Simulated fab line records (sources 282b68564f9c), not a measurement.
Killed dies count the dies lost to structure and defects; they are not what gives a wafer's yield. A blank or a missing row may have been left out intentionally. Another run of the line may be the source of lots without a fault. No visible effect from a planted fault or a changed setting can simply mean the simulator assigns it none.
fab line records | flow rit_cmos
[record] lots = 6 | wafers = 18 | last_day = 6
route steps=202 shown FOX2@24 NWELL@28 PWELL@39 WELLDRIVE@50 M1@202
lots that met no fault: taken from a fault-free run of the same line
start_h: hours from the record's opening day to when the first of the lot's shown wafers began | wait_h: hours elapsed since this lot's preceding step | " the same as in the row above | L1.1+2: a row that stands for several wafers | - either no value or no given start | * or withheld: withheld | < > ~ a bound
route shown NAME@n: names a module that has steps shown in the file, with the first one's number in the route | usual: the fault-free wafers' mean and standard deviation | same: alike in all rows | chamber/n: place in a boat | sites: per-site readings | _std_site: how widely they spread, as a standard deviation | _edge_site: mean of outer sites minus mean of inner sites | radius_mm: how far each site lies from the wafer's centre | mask NAME#n: copy n | behind: the most recent tool/chamber to have shaped the wafer | hold: cause of the lot's hold/its duration in hours/its outcome | device: the transistor (n, p or np) that didn't switch | end of line: the route-end tests of the same wafers | a step without rows: its recipe alone | killed: count of dies lost to structure and defects at first sort (not the wafer's yield) | map: a wafer's dies, marking killed ones x, the rest . and places with no die _
set.NAME: setting as actually run; set.NAME@STEP: the setting as run at that earlier step | model.NAME: the simulator's own value behind a step, which no gauge read
a table for each step, a row for each wafer; lots at some steps of the route
services: the hour from which a tool's chamber was out of use, counted from the record's first day as start_h (under 0 if before that day), plus the number of hours and why
[[steps]]
[step RIT_FOX2_THK_MEAS_01]
[recipe] reads = SiO2_of_FOX2_OXIDATION_00
[usual] FOX2_OXIDE_THK = 350/4.9
lot.wafer | tool          | chamber | start_h | wait_h | FOX2_OXIDE_THK[nm]
L571.2    | film_metro-03 | -       | 19.30   | 0.0    | 339
L571.3    | "             | -       | "       | "      | 343
L571.4    | "             | -       | "       | "      | 343
L576.4    | film_metro-02 | -       | 44.89   | 0.0    | 349
L576.5    | "             | -       | "       | "      | 348
L576.6    | "             | -       | "       | "      | 352
L579.4    | film_metro-03 | -       | 58.38   | 0.0    | 356
L579.5    | "             | -       | "       | "      | 360
L579.6    | "             | -       | "       | "      | 355
L586.1    | film_metro-03 | -       | 94.40   | 0.0    | 354
L586.2    | "             | -       | "       | "      | 355
L586.4    | "             | -       | "       | "      | 354
L588.3    | film_metro-02 | -       | 105.39  | 0.0    | 355
L588.4    | "             | -       | "       | "      | 353
L588.6    | "             | -       | "       | "      | 351
L589.1    | film_metro-03 | -       | 111.42  | 0.0    | 354
L589.3    | "             | -       | "       | "      | 354
L589.5    | "             | -       | "       | "      | 349
[step RIT_FOX2_CLEAN_02]
[recipe] chemistry = dHF | dilution = 50:1 | time_s = 180
[step RIT_FOX2_WET_ETCH_03]
[recipe] chemistry = H3PO4 | target = Si3N4 | target_depth_nm = 195 | temp_c = 165 | time_s = 2700
[step RIT_FOX2_THK_MEAS_90]
[recipe] reads = SiO2_of_FOX2_OXIDATION_00
[usual] FIELD_OXIDE_LEFT_1_THK = 323/4.9
lot.wafer | tool          | chamber | start_h | wait_h | FIELD_OXIDE_LEFT_1_THK[nm]
L571.2    | film_metro-03 | -       | 20.18   | 0.0    | 312
L571.3    | "             | -       | "       | "      | 317
L571.4    | "             | -       | "       | "      | 316
L576.4    | film_metro-01 | -       | 45.76   | 0.0    | 321
L576.5    | "             | -       | "       | "      | 321
L576.6    | "             | -       | "       | "      | 324
L579.4    | film_metro-01 | -       | 59.26   | 0.0    | 329
L579.5    | "             | -       | "       | "      | 333
L579.6    | "             | -       | "       | "      | 328
L586.1    | film_metro-03 | -       | 95.28   | 0.0    | 327
L586.2    | "             | -       | "       | "      | 328
L586.4    | "             | -       | "       | "      | 327
L588.3    | film_metro-03 | -       | 106.27  | 0.0    | 327
L588.4    | "             | -       | "       | "      | 325
L588.6    | "             | -       | "       | "      | 324
L589.1    | film_metro-03 | -       | 112.29  | 0.0    | 327
L589.3    | "             | -       | "       | "      | 327
L589.5    | "             | -       | "       | "      | 323
[step RIT_NWELL_HMDS_00]
[recipe] prime_time_s = 58.51 | prime_temp_c = 140
[step RIT_NWELL_COAT_01]
[recipe] resist = NOVOLAK | spin_rpm = 2000 | resist_thk_nm = 1300
[step RIT_NWELL_SOFTBAKE_02]
[recipe] resist = NOVOLAK | temp_c = 90 | time_s = 60
[step RIT_NWELL_EXPOSE_03]
[recipe] mask_id = M2 | na = 0.57 | target_cd_nm = 43900 | dose_mj = 250
[step RIT_NWELL_PEB_04]
[recipe] resist = NOVOLAK | temp_c = withheld | time_s = withheld
[step RIT_NWELL_DEVELOP_05]
[recipe] resist = NOVOLAK | develop_time_s = 68 | dev_temp_c = 23
[step RIT_NWELL_OVL_MEAS_06]
[usual] NWELL_OVL = -0.1/1.3
lot.wafer | tool       | chamber | start_h | wait_h | NWELL_OVL[nm]
L571.2    | overlay-01 | -       | 21.22   | -      | -0.8
L571.3    | "          | -       | "       | "      | -0.7
L571.4    | "          | -       | "       | "      | -0.8
L576.4    | overlay-02 | -       | 46.82   | -      | -1.3
L576.5    | "          | -       | "       | "      | 1.0
L576.6    | "          | -       | "       | "      | 1.2
L579.4    | overlay-02 | -       | 60.32   | -      | -0.8
L579.5    | "          | -       | "       | "      | -0.3
L579.6    | "          | -       | "       | "      | 0.3
L586.1    | overlay-01 | -       | 96.34   | -      | -1.4
L586.2    | "          | -       | "       | "      | -2.4
L586.4    | "          | -       | "       | "      | -0.7
L588.3    | overlay-02 | -       | 107.32  | -      | 2.4
L588.4    | "          | -       | "       | "      | -1.3
L588.6    | "          | -       | "       | "      | -0.1
L589.1    | overlay-01 | -       | 113.36  | -      | 1.1
L589.3    | "          | -       | "       | "      | 1.4
L589.5    | "          | -       | "       | "      | 0.5
[step RIT_NWELL_HARDBAKE_07]
[recipe] resist = NOVOLAK | temp_c = 140 | time_s = 120
[step RIT_NWELL_IMPLANT_08]
[recipe] species = P | energy_kev = 166.8 | dose_cm2 = 5e+13 | tilt_deg = 7
[usual] dose_ions_cm2 = 5.001e+13/5.5e+10 | faraday_current_uA = 159/3.2
lot.wafer | tool         | chamber | start_h | wait_h | dose_ions_cm2 | faraday_current_uA
L571.2    | implanter-01 | 0       | 21.53   | 0.2    | 4.996e+13     | 161
L571.3    | "            | 0       | "       | "      | 5.009e+13     | 162
L571.4    | "            | 0       | "       | "      | 4.998e+13     | 157
L576.4    | implanter-01 | 0       | 47.16   | 0.2    | 5e+13         | 161
L576.5    | "            | 0       | "       | "      | 5.004e+13     | 164
L576.6    | "            | 0       | "       | "      | 5.004e+13     | 156
L579.4    | implanter-03 | 0       | 60.66   | 0.2    | 5.008e+13     | 164
L579.5    | "            | 0       | "       | "      | 5.011e+13     | 155
L579.6    | "            | 0       | "       | "      | 5.007e+13     | 165
L586.1    | implanter-03 | 0       | 96.63   | 0.2    | 5.283e+13     | 173
L586.2    | "            | 0       | "       | "      | 5.287e+13     | 169
L586.4    | "            | 0       | "       | "      | 5.286e+13     | 169
L588.3    | implanter-02 | 0       | 107.65  | 0.2    | 5.003e+13     | 161
L588.4    | "            | 0       | "       | "      | 4.994e+13     | 156
L588.6    | "            | 0       | "       | "      | 4.994e+13     | 156
L589.1    | implanter-03 | 0       | 113.64  | 0.2    | 5.287e+13     | 166
L589.3    | "            | 0       | "       | "      | 5.278e+13     | 165
L589.5    | "            | 0       | "       | "      | 5.287e+13     | 174
[step RIT_NWELL_STRIP_09]
[recipe] chemistry = O2 | time_s = 180 | resist = NOVOLAK | platen_temp_c = withheld | power_w = 500 | pressure_mtorr = 4000 | o2_flow_sccm = 4000
[usual] chamber_pressure_mTorr = 4001/3.7 | drypump_motor_current_A = 5.4/0.47
lot.wafer | tool            | chamber | start_h | wait_h | chamber_pressure_mTorr | drypump_motor_current_A | rf_hours_counter_h
L571.2    | plasma_asher-04 | 1       | 21.65   | 0.1    | 3999                   | 5.4                     | 38
L571.3    | "               | 0       | "       | "      | 4000                   | 4.8                     | -
L571.4    | "               | 1       | "       | "      | 4005                   | 5.4                     | -
L576.4    | plasma_asher-03 | 0       | 47.29   | 0.1    | 4004                   | 5.9                     | -
L576.5    | "               | 1       | "       | "      | 3996                   | 6.2                     | -
L576.6    | "               | 0       | "       | "      | 4003                   | 5.9                     | -
L579.4    | plasma_asher-04 | 1       | 60.79   | 0.1    | 4005                   | 5.4                     | -
L579.5    | "               | 1       | "       | "      | 3996                   | 5.4                     | -
L579.6    | "               | 0       | "       | "      | 4011                   | 4.8                     | -
L586.1    | plasma_asher-03 | 1       | 96.78   | 0.1    | 4005                   | 6.2                     | 32
L586.2    | "               | 0       | "       | "      | 3997                   | 5.9                     | 32
L586.4    | "               | 1       | "       | "      | 3999                   | 6.2                     | -
L588.3    | plasma_asher-04 | 0       | 107.81  | 0.1    | 3999                   | 4.9                     | -
L588.4    | "               | 1       | "       | "      | 4004                   | 5.4                     | -
L588.6    | "               | 0       | "       | "      | 3999                   | 4.8                     | -
L589.1    | plasma_asher-03 | 0       | 113.79  | 0.1    | 4007                   | 5.9                     | 33
L589.3    | "               | 1       | "       | "      | 4001                   | 6.2                     | -
L589.5    | "               | 0       | "       | "      | 3998                   | 5.9                     | -
[step RIT_NWELL_TW_MEAS_10]
[usual] NWELL_TW = 2156/25
lot.wafer | tool          | chamber | start_h | wait_h | NWELL_TW
L571.2    | film_metro-04 | -       | 21.84   | 0.1    | 2190
L571.3    | "             | -       | "       | "      | 2173
L571.4    | "             | -       | "       | "      | 2165
L576.4    | film_metro-02 | -       | 47.44   | 0.1    | 2119
L576.5    | "             | -       | "       | "      | 2123
L576.6    | "             | -       | "       | "      | 2114
L579.4    | film_metro-03 | -       | 60.94   | 0.1    | 2157
L579.5    | "             | -       | "       | "      | 2156
L579.6    | "             | -       | "       | "      | 2153
L586.1    | film_metro-04 | -       | 96.95   | 0.1    | 2221
L586.2    | "             | -       | "       | "      | 2235
L586.4    | "             | -       | "       | "      | 2226
L588.3    | film_metro-04 | -       | 107.94  | 0.1    | 2193
L588.4    | "             | -       | "       | "      | 2200
L588.6    | "             | -       | "       | "      | 2192
L589.1    | film_metro-02 | -       | 113.97  | 0.1    | 2158
L589.3    | "             | -       | "       | "      | 2162
L589.5    | "             | -       | "       | "      | 2173
[step RIT_PWELL_HMDS_00]
[recipe] prime_time_s = 60 | prime_temp_c = 140
[step RIT_PWELL_COAT_01]
[recipe] resist = NOVOLAK | spin_rpm = 2000 | resist_thk_nm = 1300
[step RIT_PWELL_SOFTBAKE_02]
[recipe] resist = NOVOLAK | temp_c = 90 | time_s = 60
[step RIT_PWELL_EXPOSE_03]
[recipe] mask_id = M3 | na = 0.57 | target_cd_nm = 43700 | dose_mj = 250
[step RIT_PWELL_PEB_04]
[recipe] resist = NOVOLAK | temp_c = withheld | time_s = withheld
[step RIT_PWELL_DEVELOP_05]
[recipe] resist = NOVOLAK | develop_time_s = 68 | dev_temp_c = 23
[step RIT_PWELL_OVL_MEAS_06]
[usual] PWELL_OVL = -0.9/1.3
lot.wafer | tool       | chamber | start_h | wait_h | PWELL_OVL[nm]
L571.2    | overlay-02 | -       | 22.78   | -      | -0.4
L571.3    | "          | -       | "       | "      | -0.9
L571.4    | "          | -       | "       | "      | -2.5
L576.4    | overlay-02 | -       | 48.37   | -      | -1.6
L576.5    | "          | -       | "       | "      | -0.9
L576.6    | "          | -       | "       | "      | -0.5
L579.4    | overlay-01 | -       | 62.08   | -      | -1.7
L579.5    | "          | -       | "       | "      | -2.6
L579.6    | "          | -       | "       | "      | -2.4
L586.1    | overlay-02 | -       | 97.89   | -      | -0.7
L586.2    | "          | -       | "       | "      | 1.8
L586.4    | "          | -       | "       | "      | 0.6
L588.3    | overlay-01 | -       | 108.87  | -      | -2.3
L588.4    | "          | -       | "       | "      | -1.7
L588.6    | "          | -       | "       | "      | -1.9
L589.1    | overlay-02 | -       | 114.91  | -      | 1.4
L589.3    | "          | -       | "       | "      | 1.2
L589.5    | "          | -       | "       | "      | -1.9
[step RIT_PWELL_HARDBAKE_07]
[recipe] resist = NOVOLAK | temp_c = 140 | time_s = 120
[step RIT_PWELL_IMPLANT_08]
[recipe] species = B | energy_kev = 170 | dose_cm2 = 7.048e+13 | tilt_deg = 7
[step RIT_PWELL_STRIP_09]
[recipe] chemistry = O2 | time_s = 180 | resist = NOVOLAK | platen_temp_c = withheld | power_w = 500 | pressure_mtorr = 4000 | o2_flow_sccm = 4000
[usual] chamber_pressure_mTorr = 4000/3.8 | drypump_motor_current_A = 5.3/0.38
lot.wafer | tool            | chamber | start_h | wait_h | chamber_pressure_mTorr | drypump_motor_current_A | rf_hours_counter_h
L571.2    | plasma_asher-04 | 0       | 23.21   | 0.1    | 3988                   | 4.8                     | 38
L571.3    | "               | 0       | "       | "      | 3994                   | 4.8                     | -
L571.4    | "               | 1       | "       | "      | 4002                   | 5.4                     | -
L576.4    | plasma_asher-01 | 1       | 48.84   | 0.1    | 3999                   | 5.3                     | -
L576.5    | "               | 0       | "       | "      | 4005                   | 5.1                     | -
L576.6    | "               | 1       | "       | "      | 4000                   | 5.3                     | -
L579.4    | plasma_asher-02 | 1       | 62.55   | 0.1    | 4003                   | 4.9                     | -
L579.5    | "               | 1       | "       | "      | 4002                   | 4.9                     | -
L579.6    | "               | 0       | "       | "      | 3998                   | 5.9                     | -
L586.1    | plasma_asher-02 | 0       | 98.33   | 0.1    | 3997                   | 5.9                     | 44
L586.2    | "               | 1       | "       | "      | 4004                   | 4.9                     | 44
L586.4    | "               | 0       | "       | "      | 3997                   | 5.9                     | -
L588.3    | plasma_asher-02 | 0       | 109.36  | 0.1    | 4007                   | 5.9                     | -
L588.4    | "               | 1       | "       | "      | 3999                   | 4.9                     | -
L588.6    | "               | 1       | "       | "      | 3996                   | 4.9                     | -
L589.1    | plasma_asher-01 | 1       | 115.35  | 0.1    | 4002                   | 5.3                     | 47
L589.3    | "               | 1       | "       | "      | 4001                   | 5.3                     | -
L589.5    | "               | 1       | "       | "      | 3997                   | 5.3                     | -
[step RIT_PWELL_TW_MEAS_10]
[usual] PWELL_TW = 962/9.4
lot.wafer | tool          | chamber | start_h | wait_h | PWELL_TW
L571.2    | film_metro-03 | -       | 23.39   | 0.1    | 962
L571.3    | "             | -       | "       | "      | 958
L571.4    | "             | -       | "       | "      | 969
L576.4    | film_metro-03 | -       | 48.99   | 0.1    | 963
L576.5    | "             | -       | "       | "      | 967
L576.6    | "             | -       | "       | "      | 965
L579.4    | film_metro-03 | -       | 62.70   | 0.1    | 968
L579.5    | "             | -       | "       | "      | 966
L579.6    | "             | -       | "       | "      | 964
L586.1    | film_metro-03 | -       | 98.50   | 0.1    | 955
L586.2    | "             | -       | "       | "      | 951
L586.4    | "             | -       | "       | "      | 953
L588.3    | film_metro-03 | -       | 109.49  | 0.1    | 953
L588.4    | "             | -       | "       | "      | 955
L588.6    | "             | -       | "       | "      | 952
L589.1    | film_metro-03 | -       | 115.52  | 0.1    | 960
L589.3    | "             | -       | "       | "      | 956
L589.5    | "             | -       | "       | "      | 953
[step RIT_WELLDRIVE_ANNEAL_00]
[recipe] temp_c = 1100 | time_s = 14700 | ambient = N2
[step RIT_WELLDRIVE_RS_MEAS_01]
[recipe] thk_meas_gauge = four-point-probe
[usual] NWELL_RS = 275.7/0.8
lot.wafer | tool          | chamber | start_h | wait_h | NWELL_RS[ohm/sq]
L571.2    | film_metro-03 | -       | 29.23   | 0.0    | 276.1
L571.3    | "             | -       | "       | "      | 275.8
L571.4    | "             | -       | "       | "      | 276.1
L576.4    | film_metro-03 | -       | 54.16   | 0.1    | 275.3
L576.5    | "             | -       | "       | "      | 275.2
L576.6    | "             | -       | "       | "      | 275.3
L579.4    | film_metro-03 | -       | 67.87   | 0.1    | 274.9
L579.5    | "             | -       | "       | "      | 275.4
L579.6    | "             | -       | "       | "      | 275.5
L586.1    | film_metro-04 | -       | 103.81  | 0.0    | 267.3
L586.2    | "             | -       | "       | "      | 267.3
L586.4    | "             | -       | "       | "      | 267.2
L588.3    | film_metro-02 | -       | 115.09  | 0.0    | 274.1
L588.4    | "             | -       | "       | "      | 273.7
L588.6    | "             | -       | "       | "      | 274.6
L589.1    | film_metro-02 | -       | 120.66  | 0.0    | 266.6
L589.3    | "             | -       | "       | "      | 266.2
L589.5    | "             | -       | "       | "      | 266.9
[step RIT_WELLDRIVE_RS_MEAS_02]
[recipe] thk_meas_gauge = four-point-probe
[usual] PWELL_RS = 427.8/1.4
lot.wafer | tool          | chamber | start_h | wait_h | PWELL_RS[ohm/sq]
L571.2    | film_metro-03 | -       | 29.35   | 0.1    | 428.4
L571.3    | "             | -       | "       | "      | 428.8
L571.4    | "             | -       | "       | "      | 429.5
L576.4    | film_metro-03 | -       | 54.28   | 0.1    | 427.6
L576.5    | "             | -       | "       | "      | 426.7
L576.6    | "             | -       | "       | "      | 428.1
L579.4    | film_metro-03 | -       | 67.99   | 0.1    | 425.6
L579.5    | "             | -       | "       | "      | 425.0
L579.6    | "             | -       | "       | "      | 424.7
L586.1    | film_metro-04 | -       | 103.93  | 0.1    | 427.9
L586.2    | "             | -       | "       | "      | 428.2
L586.4    | "             | -       | "       | "      | 429.4
L588.3    | film_metro-02 | -       | 115.21  | 0.1    | 427.2
L588.4    | "             | -       | "       | "      | 427.3
L588.6    | "             | -       | "       | "      | 426.0
L589.1    | film_metro-02 | -       | 120.78  | 0.1    | 427.4
L589.3    | "             | -       | "       | "      | 428.0
L589.5    | "             | -       | "       | "      | 426.2
[step RIT_M1_PROBE_99]
[usual] killed_at_front_end = 7/3.2 | killed_dies = 7/3.2 | killed_open = 3.6/1.9 | killed_short = 3.6/2
[same] gross_dies = 264 | killed_at_M0_to_M3 = 0 | killed_at_M4_up = 0 | killed_at_back_side = 0 | killed_at_contacts = 0 | killed_at_other = 0
lot.wafer | tool      | chamber | start_h | wait_h | killed_at_front_end | killed_dies | killed_open | killed_short | model.etest.nwell_pinched.rs_ohm_sq | model.etest.well_edge_right.line_ohm_um | model.etest.well_edge_left.line_ohm_um
L571.2    | prober-02 | -       | 59.04   | 0.1    | 14                  | 14          | 9           | 5            | 335.7                               | 183.9                                   | 181.2
L571.3    | prober-02 | -       | 59.09   | 0.2    | 8                   | 8           | 5           | 3            | 335.1                               | 184.5                                   | 183.9
L571.4    | prober-02 | -       | 59.14   | 0.2    | 11                  | 11          | 7           | 4            | 336.8                               | 185.2                                   | 183.7
L576.4    | prober-01 | -       | 84.23   | 0.2    | 4                   | 4           | 2           | 2            | 341.1                               | 181.7                                   | 180.2
L576.5    | prober-01 | -       | 84.28   | 0.2    | 6                   | 6           | 3           | 3            | 338.7                               | 185.1                                   | 182.1
L576.6    | prober-01 | -       | 84.33   | 0.2    | 1                   | 1           | 1           | 0            | 341.5                               | 181                                     | 182.9
L579.4    | prober-02 | -       | 99.77   | 0.2    | 3                   | 3           | 2           | 1            | 335.3                               | 179.8                                   | 181.7
L579.5    | prober-02 | -       | 99.82   | 0.2    | 3                   | 3           | 2           | 1            | 340.1                               | 181.7                                   | 182.4
L579.6    | prober-02 | -       | 99.87   | 0.2    | 10                  | 10          | 5           | 5            | 331.6                               | 181.9                                   | 183.8
L586.1    | prober-01 | -       | 136.37  | 0.1    | 12                  | 12          | 4           | 8            | 329.9                               | 176.1                                   | 176.6
L586.2    | prober-01 | -       | 136.42  | 0.1    | 13                  | 13          | 7           | 6            | 328.4                               | 176.2                                   | 175.4
L586.4    | prober-01 | -       | 136.52  | 0.2    | 6                   | 6           | 4           | 2            | 331                                 | 176.3                                   | 176
L588.3    | prober-01 | -       | 144.56  | 0.2    | 17                  | 17          | 7           | 10           | 332.1                               | 181.5                                   | 184.4
L588.4    | prober-01 | -       | 144.61  | 0.2    | 8                   | 8           | 5           | 3            | 325                                 | 181.8                                   | 180
L588.6    | prober-01 | -       | 144.71  | 0.2    | 6                   | 6           | 2           | 4            | 328.1                               | 181.7                                   | 184.9
L589.1    | prober-02 | -       | 152.34  | 0.1    | 6                   | 6           | 0           | 6            | 327.2                               | 176.9                                   | 175
L589.3    | prober-02 | -       | 152.44  | 0.2    | 5                   | 5           | 3           | 2            | 326.8                               | 176.2                                   | 176.2
L589.5    | prober-02 | -       | 152.54  | 0.2    | 10                  | 10          | 4           | 6            | 325.4                               | 174.1                                   | 174.8
// killed by level:class
L571.2 GATE:geometric_particle:short=4 FOX2:geometric_particle:open=2 GATE:geometric_particle:open=2 REOX:geometric_particle:open=2 FOX1:geometric_particle:short=1 FOX1:geometric_particle:open=1 SPACER:geometric_particle:open=1 SILICIDE:geometric_particle:open=1
L571.3 FOX1:geometric_particle:open=2 FOX2:geometric_particle:open=1 GATE:geometric_particle:short=1 REOX:geometric_particle:short=1 SPACER:geometric_particle:open=1 SILICIDE:geometric_particle:short=1 SILICIDE:geometric_particle:open=1
L571.4 SPACER:geometric_particle:open=3 FOX2:geometric_particle:open=2 GATE:geometric_particle:short=2 FOX1:geometric_particle:short=1 FOX2:geometric_particle:short=1 GATE:geometric_particle:open=1 SILICIDE:geometric_particle:open=1
L576.4 FOX1:geometric_particle:open=1 GATE:geometric_particle:open=1 GATE:geometric_particle:short=1 SPACER:geometric_particle:short=1
L576.5 GATE:geometric_particle:open=3 GATE:geometric_particle:short=2 REOX:geometric_particle:short=1
L576.6 GATE:geometric_particle:open=1
L579.4 GATE:geometric_particle:short=1 GATE:geometric_particle:open=1 SPACER:geometric_particle:open=1
L579.5 GATE:geometric_particle:open=1 GATE:geometric_particle:short=1 SPACER:geometric_particle:open=1
L579.6 SILICIDE:geometric_particle:open=3 FOX1:geometric_particle:short=2 FOX1:geometric_particle:open=1 GATE:geometric_particle:open=1 GATE:geometric_particle:short=1 SPACER:geometric_particle:short=1 SILICIDE:geometric_particle:short=1
L586.1 GATE:geometric_particle:short=5 REOX:geometric_particle:short=2 FOX1:geometric_particle:open=1 FOX2:geometric_particle:open=1 GATE:geometric_particle:open=1 SPACER:geometric_particle:short=1 SPACER:geometric_particle:open=1
L586.2 FOX1:geometric_particle:short=3 GATE:geometric_particle:open=3 SILICIDE:geometric_particle:short=2 SILICIDE:geometric_particle:open=2 FOX1:geometric_particle:open=1 GATE:geometric_particle:short=1 SPACER:geometric_particle:open=1
L586.4 GATE:geometric_particle:open=2 SILICIDE:geometric_particle:open=2 FOX1:geometric_particle:short=1 GATE:geometric_particle:short=1
L588.3 GATE:geometric_particle:short=6 GATE:geometric_particle:open=3 SILICIDE:geometric_particle:short=3 REOX:geometric_particle:open=2 FOX1:geometric_particle:short=1 SPACER:geometric_particle:open=1 SILICIDE:geometric_particle:open=1
L588.4 FOX1:geometric_particle:open=3 REOX:geometric_particle:short=2 GATE:geometric_particle:short=1 SPACER:geometric_particle:open=1 SILICIDE:geometric_particle:open=1
L588.6 GATE:geometric_particle:short=3 GATE:geometric_particle:open=2 REOX:geometric_particle:short=1
L589.1 FOX2:geometric_particle:short=2 SILICIDE:geometric_particle:short=2 FOX1:geometric_particle:short=1 GATE:geometric_particle:short=1
L589.3 GATE:geometric_particle:open=2 GATE:geometric_particle:short=2 FOX2:geometric_particle:open=1
L589.5 SPACER:geometric_particle:short=3 GATE:geometric_particle:open=2 GATE:geometric_particle:short=1 REOX:geometric_particle:open=1 REOX:geometric_particle:short=1 SPACER:geometric_particle:open=1 SILICIDE:geometric_particle:short=1
[[services]]
tool            | chamber | start_h | hours | kind
implanter-01    | -       | 5.20    | 4.3   | repair
plasma_asher-01 | -       | 71.10   | 1.1   | repair
plasma_asher-04 | -       | 93.70   | 0.7   | repair
plasma_asher-04 | -       | 108.75  | 9.0   | pm
plasma_asher-04 | 0       | 108.75  | 9.0   | vent_cycle
plasma_asher-04 | 1       | 108.75  | 9.0   | vent_cycle
[[key]]
[first_sign] step = RIT_NWELL_IMPLANT_08 | reading = dose_ions_cm2 | direction = up | sigmas = 51 | usual = 5.001e+13 | struck = 5.285e+13
[effect] step = RIT_NWELL_IMPLANT_08 | reading = faraday_current_uA | direction = up | sigmas = 3.4 | usual = 159 | struck = 169
[effect] step = RIT_NWELL_TW_MEAS_10 | reading = NWELL_TW | direction = up | sigmas = 1.6 | usual = 2156 | struck = 2196
[effect] step = RIT_WELLDRIVE_RS_MEAS_01 | reading = NWELL_RS | direction = down | sigmas = 11 | usual = 275.7 | struck = 266.9
[model_effect] step = RIT_M1_PROBE_99 | value = etest.nwell_pinched.rs_ohm_sq | without = 340.2 | struck = 328.1
met_at RIT_NWELL_IMPLANT_08
struck_wafers L586.1,L586.2,L586.4,L589.1,L589.3,L589.5
tester_left_out L586,L589
onset_between 60.66 96.63
[fault] kind = process_parameter_drift | tool = implanter-03 | chamber = - | onset_h = 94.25 | steps = RIT_NWELL_IMPLANT_08 | channel = dose_cm2 | offset = 2.8569e+12 | shape = step | end_h = 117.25 | acts_in = these_recipes_only | stated = 5e+13
// tester_left_out: of these lots the tester's yield and bins aren't shown, on N5 and GAA mostly nor the transistor test; their killed dies are dies lost to structure and defects alone, not to doping, threshold or leakage, so they don't give the yield
